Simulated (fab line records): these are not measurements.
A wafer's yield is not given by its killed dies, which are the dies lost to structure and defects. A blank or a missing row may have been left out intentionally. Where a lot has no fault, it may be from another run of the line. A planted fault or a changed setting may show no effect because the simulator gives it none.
2 desks, one fault	flow rit cmos	what lay behind the numbers comes last; until then each desk has only its own

## THE TOOL OWNER'S DESK: implanter-04
The tool's own readings at RIT_NWELL_IMPLANT_08: means of the sampled wafers that have a number, for each lot that ran on this tool. The brackets show how far a lot's mean lies from the usual mean; more than 4 standard deviations puts the lot out of limits, marked OUT.
Columns: A = beam energy keV at RIT_NWELL_IMPLANT_08, usual 170.00; B = end station pressure torr at RIT_NWELL_IMPLANT_08, usual 5.1e-06 Torr; C = faraday current uA at RIT_NWELL_IMPLANT_08, usual 158
lot	first seen here	A	B	C
L638	day 2 19:37	169.95	5.2e-06	160
L652	day 5 17:17	178.30 (+99 or more) OUT	5.2e-06	155
L653	day 5 20:45	178.23 (+99 or more) OUT	5.2e-06	156
L654	day 6 03:16	178.20 (+99 or more) OUT	5.3e-06	157
This desk's finding: out of limits on L652, L653, L654; first on L652, day 5 17:17 (beam energy keV at RIT_NWELL_IMPLANT_08). Within limits: L638.

## FROM THE METROLOGY DESK
Lot by lot, what the gauges showed, no matter which tool ran the lot: averages of those sampled wafers that carry a number. The brackets show how far a lot's mean lies from the usual mean; more than 4 standard deviations puts the lot out of limits, marked OUT.
Columns: A = FOX2_OXIDE_THK at RIT_FOX2_THK_MEAS_01, usual 352 nm; B = FIELD_OXIDE_LEFT_1_THK at RIT_FOX2_THK_MEAS_90, usual 325 nm; C = NWELL_OVL at RIT_NWELL_OVL_MEAS_06, usual -1.0 nm
lot	first seen here	A	B	C
L634	day 1 18:29	349	321	-0.9
L638	day 2 17:26	350	322	-0.5
L652	day 5 15:04	364	336	-1.4
L653	day 5 18:33	350	322	-1.4
L654	day 6 01:01	358	331	0.7
L656	day 6 10:24	350	322	-1.4
L657	day 6 14:04	350	322	-1.6
Finding of this desk: none of the 7 lots has anything out of limits.

## BROUGHT TOGETHER
The tool owner's desk could have raised an alarm at day 5 17:17, on L652, L653, L654.
The metrology desk saw nothing out of limits.
The metrology desk holds a record of L652, L653, L654, inside its limits.
All the named lots went through RIT_NWELL_IMPLANT_08 on implanter-04.

## WHAT WAS PUT IN BY THE SIMULATOR
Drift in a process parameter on implanter-04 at RIT_NWELL_IMPLANT_08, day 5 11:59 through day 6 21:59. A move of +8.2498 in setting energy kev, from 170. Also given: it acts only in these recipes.
Struck lots among those shown: L652, L653, L654.
How many hours passed from the start of the fault until each desk's first out-of-limits reading: the tool owner's desk, 5.
